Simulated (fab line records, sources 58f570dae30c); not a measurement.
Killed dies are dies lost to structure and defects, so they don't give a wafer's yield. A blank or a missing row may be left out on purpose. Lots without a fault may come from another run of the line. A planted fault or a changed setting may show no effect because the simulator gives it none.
Which tool did it? | flow berkeley_cmos170 | 7 lots, 21 wafers sampled, at 2 steps of a route of 331

WHAT THE GAUGES READ, wafer by wafer
UCB170_PWELL_OVL_MEAS_13.
lot  | measured    | on         | PWELL_OVL (nm)
L187 | day 3 05:01 | overlay-01 | 5 -8 12
L192 | day 3 22:19 | overlay-02 | 4 1 9
L194 | day 4 15:07 | overlay-01 | 1 3 1
L197 | day 5 04:52 | overlay-02 | -1 0 4
L199 | day 5 19:29 | overlay-02 | 11 12 8
L201 | day 6 16:10 | overlay-02 | -2 -2 2
L204 | day 6 23:11 | overlay-02 | 3 11 7

WHICH TOOL RAN EACH LOT (tool, then ch and the chambers of the sampled wafers, then the start)
lot  | UCB170_ZERO_ETCH_06
L187 | rie_diel-01 ch 0,2,3, day 1 23:42
L192 | rie_diel-01 ch 2,3, day 3 01:04
L194 | rie_diel-01 ch 2,3, day 3 09:00
L197 | rie_diel-02 ch 2,3, day 4 01:26
L199 | rie_diel-01 ch 1,2, day 4 13:01
L201 | rie_diel-01 ch 0,1,2, day 4 22:05
L204 | rie_diel-01 ch 2,3, day 5 13:21
- UCB170_ZERO_ETCH_06: etches SiO2 in CHF3/CF4/Ar, time 12 s.

THE ANSWER, worked out from the rows above alone
Rule: what is usual is taken from the lots themselves. Put in order of their means at a reading, lots are off if they are a third of the lots or fewer, leave a main group of 4 or more, and stand apart from it by a gap of 3 or more times the standard deviation of the main group's means; of several such gaps the widest counts. A main group whose means are all the same, to the digits that the tables above print for the reading, isn't used. A lot without any number at a reading at which 4 lots or more have one is off too. The other lots that the step has rows for count as sound.
No lot is off at any reading shown: from this, nothing can be told.

WHAT THE SIMULATOR HAD PUT IN
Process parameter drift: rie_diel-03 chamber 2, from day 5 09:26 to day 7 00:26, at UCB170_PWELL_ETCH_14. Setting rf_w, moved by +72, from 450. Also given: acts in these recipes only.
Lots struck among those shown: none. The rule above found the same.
